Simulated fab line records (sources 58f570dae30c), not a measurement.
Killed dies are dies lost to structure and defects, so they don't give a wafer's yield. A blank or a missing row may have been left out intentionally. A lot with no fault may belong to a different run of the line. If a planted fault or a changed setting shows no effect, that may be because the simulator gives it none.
Struck lot and sound lot, side by side :: flow berkeley-cmos170 :: 14 steps out of a route of 331
Sound: these wafers, L886.1, L886.2, L886.3. Struck: wafers L875.1, L875.3, L875.4. At the end, the cause is stated.
Order at every step that has rows: each side's tool, ch and its chambers, its first start. Under that, the readings that differ: sound wafers :: struck wafers :: difference of the means :: sigmas: that difference in standard deviations of wafers without a fault.
alike: words and numbers the same on both sides, and readings whose means are apart by under 2 such deviations; not compared: readings that were withheld, readings missing a value for some wafer, numbers with overlapping values and no deviation given by the record, and bounds like >300 which may hide the same value.
The two part at a step that has a row with sigmas, a row that says differs or no value, or rows on one side only. Non-overlapping numbers with no deviation appear without sigmas and do not part them. A reading that every wafer of one side lacks parts them only if that side has two wafers or more.

first, 2 steps without rows for these wafers: UCB170_ACTIVE_PEB_11; UCB170_ACTIVE_DEVELOP_12 (develop time 45 s).
UCB170_ACTIVE_CD_MEAS_13: target cd 1200 nm.
  sound on cd-sem-01, day 7 06:50; struck on cd-sem-02, day 5 06:08
  alike: cd-nm
UCB170_ACTIVE_OVL_MEAS_14:
  sound on overlay-01, day 7 06:58; struck on overlay-02, day 5 06:16
  alike: ACTIVE_OVL
UCB170_ACTIVE_ETCH_15: etches Si3N4 in CH3F/Ar/O2, stops on SiO2, target depth 242 nm, time 151 s.
  sound on rie-diel-02 ch 0,2,3, day 7 07:00; struck on rie-diel-03 ch 1,2,3, day 5 06:18
  alike: CH3F_flow_sccm, drypump-motor-current-A, oes-product-au, throttle-valve-pct
  not compared: rf-hours-counter-h
UCB170_ACTIVE_STRIP_16: strips in O2.
  sound on plasma-asher-02 ch 0,1, day 7 07:06; struck on plasma-asher-01 ch 0,1, day 5 06:24
  alike: drypump-motor-current-A, oes-product-au, strip-time-to-endpoint-s
  not compared: rf-hours-counter-h
UCB170_ACTIVE_CD_MEAS_90: target cd 1200 nm.
  sound on cd-sem-01, day 7 07:12; struck on cd-sem-02, day 5 06:30
  alike: cd-nm
then, 5 steps without rows for these wafers: UCB170_ACTIVE_CLEAN_17 (cleans in SPM, time 600 s); UCB170_PFIELD_HMDS_00 (prime time 60 s); UCB170_PFIELD_COAT_01 (resist thk 900 nm); UCB170_PFIELD_SOFTBAKE_02 (time 60 s); UCB170_PFIELD_EXPOSE_03 (exposes mask PFIELD, target cd 1500 nm).
UCB170_PFIELD_PEB_04:
  struck on litho-track-02, day 5 07:38; sound on litho-track-01 ch 0, day 7 09:22
  no value came back on the struck wafers for chill-plate-temp-C (C), exhaust-pa (Pa); on the sound wafers chill-plate-temp-C (C) reads 23.03 22.84 22.73
then, 1 step without rows for these wafers: UCB170_PFIELD_DEVELOP_05 (develop time 45 s).

== WHERE THEY PART ==
Within this record, at UCB170_PFIELD_PEB_04 only.

WHY: the cause the simulator had injected
Step skipped in full: litho-track-02, at UCB170_PFIELD_PEB_04, from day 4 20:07 onward. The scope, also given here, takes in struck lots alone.
